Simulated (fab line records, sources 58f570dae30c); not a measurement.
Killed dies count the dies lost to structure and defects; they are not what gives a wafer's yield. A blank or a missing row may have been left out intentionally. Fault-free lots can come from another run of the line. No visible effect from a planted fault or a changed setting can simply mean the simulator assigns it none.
fab line records	flow berkeley_cmos170
record lots=14	wafers=42	last_day=13
route steps=331 shown NSD@195
lots that met no fault: from a run of the same line without faults
start_h: start of the lot's first displayed wafer, in hours after the record's first day	wait_h: hours elapsed since this lot's preceding step	" the same as in the row above	L1.1+2: a single row standing in for several wafers	- value missing, or start not given	* or withheld: withheld	< > ~ a bound
route shown NAME@n: a module of which the file shows steps, and the number in the route of the first	usual: mean and standard deviation over wafers with no fault	same: alike in all rows	chamber/n: place in a boat	sites: each site's reading	_std_site: their standard deviation	_edge_site: outer sites' mean less inner sites'	radius_mm: how far each site lies from the wafer's centre	mask NAME#n: copy n	behind: the tool/chamber that last shaped the wafer	hold: reason for holding the lot/hours on hold/outcome of the hold	device: names the non-switching transistor (n, p or np)	end of line: tests of these same wafers at the route's end	a step with no rows: only its recipe	killed: dies that structure and defects cost at the first sort, which is not the same as the wafer's yield	map: shows each die of a wafer: x if killed, . if not, _ if none is there
set.NAME: setting as actually run; set.NAME@STEP: the setting as run at that earlier step	model.NAME: the simulator's own value behind a step, which no gauge read
the route's steps for a sample of lots (tables are steps, rows are wafers)
services: a tool's chamber out of use, with start hour (start_h, from the record's first day; less than 0 if before it), hours out, and reason
## steps
# step UCB170_NSD_IMPLANT_08
# recipe species=P	dose_cm2=3e+15	energy_kev=40	tilt_deg=7
# usual dose_ions_cm2=2.9996e+15/2.8e+12	end_station_pressure_torr=1.26e-05/6.2e-07	faraday_current_uA=9253/180
lot.wafer	tool	chamber	start_h	wait_h	dose_ions_cm2	end_station_pressure_torr	faraday_current_uA
L724.1	implanter-02	0	168.03	0.0	2.9938e+15	1.27e-05	9282
L724.3	"	0	"	"	2.9994e+15	1.29e-05	9315
L724.4	"	0	"	"	2.9984e+15	1.27e-05	9203
L726.3	implanter-03	0	168.29	0.1	3.0017e+15	1.25e-05	9443
L726.4	"	0	"	"	3.0055e+15	1.14e-05	9091
L726.5	"	0	"	"	2.9975e+15	1.26e-05	8892
L725.2	implanter-01	0	168.33	0.0	3.0006e+15	1.31e-05	8933
L725.4	"	0	"	"	2.9974e+15	1.3e-05	9136
L725.6	"	0	"	"	2.9956e+15	1.21e-05	9193
L723.2	implanter-02	0	168.70	0.0	2.9994e+15	1.25e-05	9530
L723.5	"	0	"	"	2.9958e+15	1.25e-05	9102
L723.6	"	0	"	"	3.0051e+15	1.34e-05	9205
L727.1	implanter-02	0	186.34	0.0	3.0027e+15	1.16e-05	9239
L727.4	"	0	"	"	3.0025e+15	1.22e-05	9495
L727.5	"	0	"	"	3.0014e+15	1.22e-05	9204
L728.4	implanter-01	0	186.94	0.1	3.0044e+15	1.25e-05	9121
L728.5	"	0	"	"	3.0006e+15	1.26e-05	9300
L728.6	"	0	"	"	2.9979e+15	1.24e-05	9306
L730.4	implanter-02	0	208.94	0.1	3.0014e+15	1.21e-05	9573
L730.5	"	0	"	"	3.0013e+15	1.31e-05	9356
L730.6	"	0	"	"	2.993e+15	1.3e-05	9400
L735.1	implanter-01	0	209.14	0.0	1.6496e+15	9.3e-06	5215
L735.2	"	0	"	"	1.6514e+15	9.6e-06	5244
L735.3	"	0	"	"	1.6519e+15	9.2e-06	5277
L732.1	implanter-01	0	243.20	0.0	1.6505e+15	8.5e-06	5083
L732.2	"	0	"	"	1.6509e+15	9.3e-06	5182
L732.3	"	0	"	"	1.6473e+15	9.9e-06	5220
L736.1	implanter-03	0	243.39	0.0	2.9999e+15	1.26e-05	9260
L736.3	"	0	"	"	3.0032e+15	1.26e-05	8943
L736.6	"	0	"	"	2.9999e+15	1.25e-05	9589
L739.1	implanter-03	0	252.04	0.0	3.0001e+15	1.15e-05	9421
L739.3	"	0	"	"	2.998e+15	1.26e-05	9046
L739.6	"	0	"	"	2.9987e+15	1.24e-05	8812
L744.1	implanter-03	0	279.09	0.0	3.0005e+15	1.32e-05	9125
L744.2	"	0	"	"	3.0044e+15	1.27e-05	8749
L744.3	"	0	"	"	2.9976e+15	1.22e-05	9306
L743.2	implanter-02	0	279.31	0.0	2.9968e+15	1.31e-05	9360
L743.4	"	0	"	"	2.9992e+15	1.32e-05	9195
L743.5	"	0	"	"	3.0022e+15	1.21e-05	9096
L746.1	implanter-03	0	288.66	0.0	3.0023e+15	1.2e-05	9096
L746.2	"	0	"	"	2.9982e+15	1.2e-05	9524
L746.6	"	0	"	"	2.9983e+15	1.26e-05	9218
# step UCB170_NSD_STRIP_09
# recipe chemistry=O2	power_w=400	pressure_mtorr=3500	platen_temp_c=withheld	o2_flow_sccm=400	overash_fraction=0.5
# usual drypump_motor_current_A=5.55/0.13	oes_product_au=0.534/0.0044	strip_time_to_endpoint_s=35.87/0.074
lot.wafer	tool	chamber	start_h	wait_h	drypump_motor_current_A	oes_product_au	rf_hours_counter_h	strip_time_to_endpoint_s
L724.1	plasma_asher-01	1	168.18	0.1	5.74	0.539	49	35.90
L724.3	"	0	"	"	5.47	0.538	-	35.78
L724.4	"	1	"	"	5.75	0.536	-	35.87
L726.3	plasma_asher-03	0	168.42	0.1	5.43	0.536	-	35.86
L726.4	"	1	"	"	5.60	0.531	-	35.95
L726.5	"	0	"	"	5.43	0.542	-	35.95
L725.2	plasma_asher-01	0	168.45	0.1	5.45	0.528	49	35.88
L725.4	"	0	"	"	5.46	0.533	-	35.87
L725.6	"	0	"	"	5.46	0.528	-	35.82
L723.2	plasma_asher-01	0	168.83	0.1	5.48	0.535	49	35.73
L723.5	"	1	"	"	5.74	0.532	-	35.81
L723.6	"	0	"	"	5.49	0.532	-	35.84
L727.1	plasma_asher-01	0	186.49	0.1	5.49	0.530	53	35.81
L727.4	"	1	"	"	5.75	0.534	-	35.74
L727.5	"	0	"	"	5.49	0.534	-	35.91
L728.4	plasma_asher-03	1	187.05	0.1	5.60	0.544	-	35.91
L728.5	"	1	"	"	5.59	0.544	-	35.83
L728.6	"	0	"	"	5.41	0.534	-	35.89
L730.4	plasma_asher-03	1	209.05	0.1	5.59	0.532	-	35.74
L730.5	"	0	"	"	5.38	0.526	-	35.73
L730.6	"	1	"	"	5.57	0.531	-	35.71
L735.1	plasma_asher-03	0	209.29	0.1	5.42	0.586	37	30.50
L735.2	"	1	"	"	5.58	0.592	37	30.52
L735.3	"	0	"	"	5.40	0.596	-	30.48
L732.1	plasma_asher-03	0	243.35	0.1	5.43	0.587	41	30.41
L732.2	"	1	"	"	5.60	0.587	41	30.47
L732.3	"	1	"	"	5.61	0.576	-	30.44
L736.1	plasma_asher-04	1	243.54	0.1	5.63	0.536	5	35.89
L736.3	"	1	"	"	5.63	0.537	-	35.95
L736.6	"	0	"	"	5.35	0.530	-	35.93
L739.1	plasma_asher-03	0	252.19	0.1	5.42	0.538	42	35.89
L739.3	"	1	"	"	5.61	0.534	-	35.94
L739.6	"	1	"	"	5.62	0.533	-	35.94
L744.1	plasma_asher-04	1	279.24	0.1	5.62	0.537	9	35.97
L744.2	"	0	"	"	5.37	0.540	9	35.78
L744.3	"	0	"	"	5.40	0.532	-	35.91
L743.2	plasma_asher-01	0	279.44	0.1	5.50	0.528	61	35.86
L743.4	"	1	"	"	5.77	0.532	-	35.96
L743.5	"	1	"	"	5.75	0.528	-	35.88
L746.1	plasma_asher-04	0	288.81	0.1	5.38	0.532	10	35.84
L746.2	"	1	"	"	5.62	0.538	10	35.82
L746.6	"	0	"	"	5.39	0.538	-	35.86
# step UCB170_NSD_TW_MEAS_10
# usual NSD_TW=4169/51
lot.wafer	tool	chamber	start_h	wait_h	hold	NSD_TW
L724.1	film_metro-01	-	168.28	0.1	-	4202
L724.3	"	-	"	"	-	4188
L724.4	"	-	"	"	-	4162
L726.3	film_metro-04	-	168.55	0.1	-	4071
L726.4	"	-	"	"	-	4062
L726.5	"	-	"	"	-	4068
L725.2	film_metro-01	-	168.56	0.1	-	4207
L725.4	"	-	"	"	-	4209
L725.6	"	-	"	"	-	4206
L723.2	film_metro-04	-	168.94	0.1	-	4062
L723.5	"	-	"	"	-	4061
L723.6	"	-	"	"	-	4057
L727.1	film_metro-04	-	186.59	0.1	-	4071
L727.4	"	-	"	"	-	4063
L727.5	"	-	"	"	-	4084
L728.4	film_metro-01	-	187.14	0.1	-	4194
L728.5	"	-	"	"	-	4190
L728.6	"	-	"	"	-	4200
L730.4	film_metro-01	-	209.14	0.1	-	4219
L730.5	"	-	"	"	-	4219
L730.6	"	-	"	"	-	4186
L735.1	film_metro-01	-	209.39	0.1	await_dispo/0.2h/release	3943
L735.2	"	-	"	"	await_dispo/0.2h/release	3916
L735.3	"	-	"	"	await_dispo/0.2h/release	3902
L735.1	film_metro-01	-	209.62	0.2	-	3928
L735.2	"	-	"	"	-	3918
L735.3	"	-	"	"	-	3919
L732.1	film_metro-04	-	243.45	0.1	await_dispo/0.2h/release	3851
L732.2	"	-	"	"	await_dispo/0.2h/release	3829
L732.3	"	-	"	"	await_dispo/0.2h/release	3837
L732.1	film_metro-04	-	243.75	0.3	-	3839
L732.2	"	-	"	"	-	3811
L732.3	"	-	"	"	-	3831
L736.1	film_metro-03	-	243.64	0.1	-	4201
L736.3	"	-	"	"	-	4216
L736.6	"	-	"	"	-	4222
L739.1	film_metro-04	-	252.29	0.1	-	4120
L739.3	"	-	"	"	-	4123
L739.6	"	-	"	"	-	4113
L744.1	film_metro-04	-	279.34	0.1	-	4108
L744.2	"	-	"	"	-	4095
L744.3	"	-	"	"	-	4113
L743.2	film_metro-01	-	279.55	0.1	-	4200
L743.4	"	-	"	"	-	4208
L743.5	"	-	"	"	-	4197
L746.1	film_metro-01	-	288.91	0.1	-	4190
L746.2	"	-	"	"	-	4197
L746.6	"	-	"	"	-	4180
# step UCB170_SDANNEAL_RS_MEAS_03
# recipe thk_meas_gauge=four-point-probe
# usual NSD_RS=37.26/0.078
lot.wafer	tool	chamber	start_h	wait_h	hold	NSD_RS[ohm/sq]
L724.1	film_metro-03	-	169.84	0.1	-	37.23
L724.3	"	-	"	"	-	37.28
L724.4	"	-	"	"	-	37.24
L726.3	film_metro-01	-	170.09	0.1	-	37.33
L726.4	"	-	"	"	-	37.34
L726.5	"	-	"	"	-	37.23
L725.2	film_metro-04	-	170.35	0.1	-	37.20
L725.4	"	-	"	"	-	37.22
L725.6	"	-	"	"	-	37.13
L723.2	film_metro-03	-	171.04	0.1	-	37.28
L723.5	"	-	"	"	-	37.32
L723.6	"	-	"	"	-	37.29
L728.4	film_metro-04	-	189.40	0.1	-	37.28
L728.5	"	-	"	"	-	37.20
L728.6	"	-	"	"	-	37.29
L727.1	film_metro-03	-	189.61	0.1	-	37.32
L727.4	"	-	"	"	-	37.27
L727.5	"	-	"	"	-	37.20
L730.4	film_metro-04	-	210.55	0.1	-	37.29
L730.5	"	-	"	"	-	37.32
L730.6	"	-	"	"	-	37.39
L735.1	film_metro-01	-	213.01	0.1	await_dispo/0.2h/release	53.87
L735.2	"	-	"	"	await_dispo/0.2h/release	53.51
L735.3	"	-	"	"	await_dispo/0.2h/release	53.89
L735.1	film_metro-01	-	213.30	0.3	-	54.02
L735.2	"	-	"	"	-	53.58
L735.3	"	-	"	"	-	53.93
L736.1	film_metro-01	-	245.56	0.1	-	37.24
L736.3	"	-	"	"	-	37.17
L736.6	"	-	"	"	-	37.21
L732.1	film_metro-01	-	248.80	0.1	await_dispo/0.2h/release	53.52
L732.2	"	-	"	"	await_dispo/0.2h/release	53.70
L732.3	"	-	"	"	await_dispo/0.2h/release	53.73
L732.1	film_metro-01	-	249.08	0.3	-	53.41
L732.2	"	-	"	"	-	53.72
L732.3	"	-	"	"	-	53.75
L739.1	film_metro-03	-	253.53	0.1	-	37.29
L739.3	"	-	"	"	-	37.30
L739.6	"	-	"	"	-	37.33
L744.1	film_metro-01	-	281.13	0.1	-	37.23
L744.2	"	-	"	"	-	37.40
L744.3	"	-	"	"	-	37.29
L743.2	film_metro-03	-	281.45	0.1	-	37.18
L743.4	"	-	"	"	-	37.11
L743.5	"	-	"	"	-	37.13
L746.1	film_metro-04	-	290.16	0.1	-	37.21
L746.2	"	-	"	"	-	37.32
L746.6	"	-	"	"	-	37.19
## services
tool	chamber	start_h	hours	kind
implanter-02	-	145.39	2.7	repair
plasma_asher-04	-	147.03	67.9	repair
implanter-01	-	147.26	1.1	repair
plasma_asher-03	-	163.89	3.9	repair
plasma_asher-03	-	172.70	7.9	repair
implanter-02	-	195.07	3.4	pm
plasma_asher-04	-	199.70	1.4	repair
implanter-01	-	220.19	1.7	repair
implanter-02	-	220.25	27.7	pm
plasma_asher-01	-	222.48	9.4	repair
implanter-01	-	228.12	0.7	repair
plasma_asher-01	-	273.88	2.3	repair
implanter-02	-	273.93	0.8	repair
## key
first_sign step=UCB170_NSD_IMPLANT_08	reading=dose_ions_cm2	direction=down	sigmas=99+	usual=2.9996e+15	struck=1.6503e+15
effect step=UCB170_NSD_IMPLANT_08	reading=faraday_current_uA	direction=down	sigmas=22	usual=9253	struck=5203
effect step=UCB170_NSD_STRIP_09	reading=strip_time_to_endpoint_s	direction=down	sigmas=73	usual=*	struck=*
effect step=UCB170_NSD_TW_MEAS_10	reading=visit	direction=added
effect step=UCB170_NSD_TW_MEAS_10	reading=NSD_TW	direction=down	sigmas=5.6	usual=4169	struck=3880
effect step=UCB170_SDANNEAL_RS_MEAS_03	reading=visit	direction=added
effect step=UCB170_SDANNEAL_RS_MEAS_03	reading=NSD_RS	direction=up	sigmas=99+	usual=37.26	struck=53.70
met_at UCB170_NSD_IMPLANT_08
struck_lots L732,L735
scrapped_behind UCB170_SDANNEAL_RS_MEAS_03 L732.1,L732.2,L732.3,L735.1,L735.2,L735.3
onset_between 186.94 209.14
fault kind=process_parameter_drift	tool=implanter-01	chamber=-	onset_h=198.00	steps=UCB170_NSD_IMPLANT_08	channel=dose_cm2	offset=-1.35e+15	shape=step	end_h=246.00	acts_in=these_recipes_only	stated=3e+15
